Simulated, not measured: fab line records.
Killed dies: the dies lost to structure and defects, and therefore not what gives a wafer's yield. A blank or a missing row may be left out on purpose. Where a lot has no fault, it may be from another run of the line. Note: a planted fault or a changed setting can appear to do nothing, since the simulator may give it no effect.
A struck lot beside a sound one / flow rit_cmos / 16 out of 202 route steps
Sound: wafers L655.1, L655.2, L655.6. Wafers struck: L653.2, L653.4, L653.6. At the end, the cause is stated.
Order at every step that has rows: each side's tool, ch and its chambers, its first start. Under that, the readings that differ: sound wafers / struck wafers / difference of the means / sigmas: that difference in standard deviations of wafers without a fault.
alike: readings whose means differ by less than 2 such deviations, and words and numbers that are the same on both sides. not compared: withheld readings, readings that some wafer has no value for, bounds like >300 that may hide the same value, and numbers for which the record gives no deviation and whose values overlap.
The two part at a step that has a row with sigmas, a row that says differs or no value, or rows on one side only. When numbers do not overlap yet have no deviation, they are printed without sigmas and do not part them. Lack of a reading on every wafer of one side parts them only where that side has two or more wafers.

RIT_CONTACT_STRIP_12: strips in O2, time 180 s.
  sound on plasma_asher-03 ch 0,1, day 5 22:41; struck on plasma_asher-03 ch 0,1, day 5 17:35
  alike: chamber_pressure_mTorr, drypump_motor_current_A
  not compared: rf_hours_counter_h
RIT_CONTACT_CD_MEAS_90: target cd 1000 nm.
  sound on cd_sem-01 at day 5 22:52; struck on cd_sem-01 at day 5 17:46
  alike: cd_nm
then, 2 steps without rows for these wafers: RIT_CONTACT_CLEAN_13 (cleans in SC1, time 600 s); RIT_CONTACT_CLEAN_14 (cleans in SC2, time 600 s).
RIT_M1_SPUTTER_00: material Al, target thk 400 nm, time 500 s.
  sound on pvd_sputter-02 at day 5 23:20; struck on pvd_sputter-02 at day 5 18:13
  alike: cathode_dc_power_W, throttle_valve_pct
RIT_M1_RS_MEAS_01: measures by four-point-probe.
  sound on film_metro-01 at day 5 23:38; struck on film_metro-01 at day 5 18:32
  alike: M1_AL_RS
RIT_M1_THK_MEAS_02: measures by xrf.
  sound on film_metro-01 at day 5 23:45; struck on film_metro-01 at day 5 18:39
  alike: M1_AL_THK
then, 5 steps without rows for these wafers: RIT_M1_HMDS_03 (prime time 60 s); RIT_M1_COAT_04 (resist thk 1300 nm); RIT_M1_SOFTBAKE_05 (time 60 s); RIT_M1_EXPOSE_06 (exposes mask M12, target cd 2600 nm); RIT_M1_PEB_07.
RIT_M1_DEVELOP_08: develop time 65.5 s.
  sound on litho_track-04 ch 0, day 6 00:00; struck on litho_track-02 ch 0, day 5 19:00
reading=developer_temp_C (C); sound=22.79 22.95 23.02; struck=25.30 25.21 25.23; difference=+2.33; sigmas=+21
RIT_M1_CD_MEAS_09: target cd 2600 nm.
  sound on cd_sem-01 at day 6 01:03; struck on cd_sem-01 at day 5 19:44
reading=cd_nm (nm); sound=2598.2 2598.1 2598.4; struck=2603.7 2604.6 2603.8; difference=+5.8; sigmas=+3
RIT_M1_OVL_MEAS_10:
  sound on overlay-02 at day 6 01:10; struck on overlay-02 at day 5 19:50
  alike: M1_OVL
RIT_M1_PROBE_99:
  sound on prober-01 at day 6 03:43; struck on prober-02 at day 5 22:25
  no value came back on the struck wafers for any of 5 readings (model.etest.nldd.rs_ohm_sq_range, model.etest.nldd.rs_ohm_sq_rim_less_centre and others); on the sound wafers model.etest.nldd.rs_ohm_sq_range reads 9.858 12.69 6.327
  alike: killed_at_M0_to_M3, killed_at_front_end, killed_dies, killed_open, killed_short

WHERE THEY PART
At RIT_M1_DEVELOP_08 first; at RIT_M1_PROBE_99 last (within this record only).

WHY: whatever the simulator had introduced
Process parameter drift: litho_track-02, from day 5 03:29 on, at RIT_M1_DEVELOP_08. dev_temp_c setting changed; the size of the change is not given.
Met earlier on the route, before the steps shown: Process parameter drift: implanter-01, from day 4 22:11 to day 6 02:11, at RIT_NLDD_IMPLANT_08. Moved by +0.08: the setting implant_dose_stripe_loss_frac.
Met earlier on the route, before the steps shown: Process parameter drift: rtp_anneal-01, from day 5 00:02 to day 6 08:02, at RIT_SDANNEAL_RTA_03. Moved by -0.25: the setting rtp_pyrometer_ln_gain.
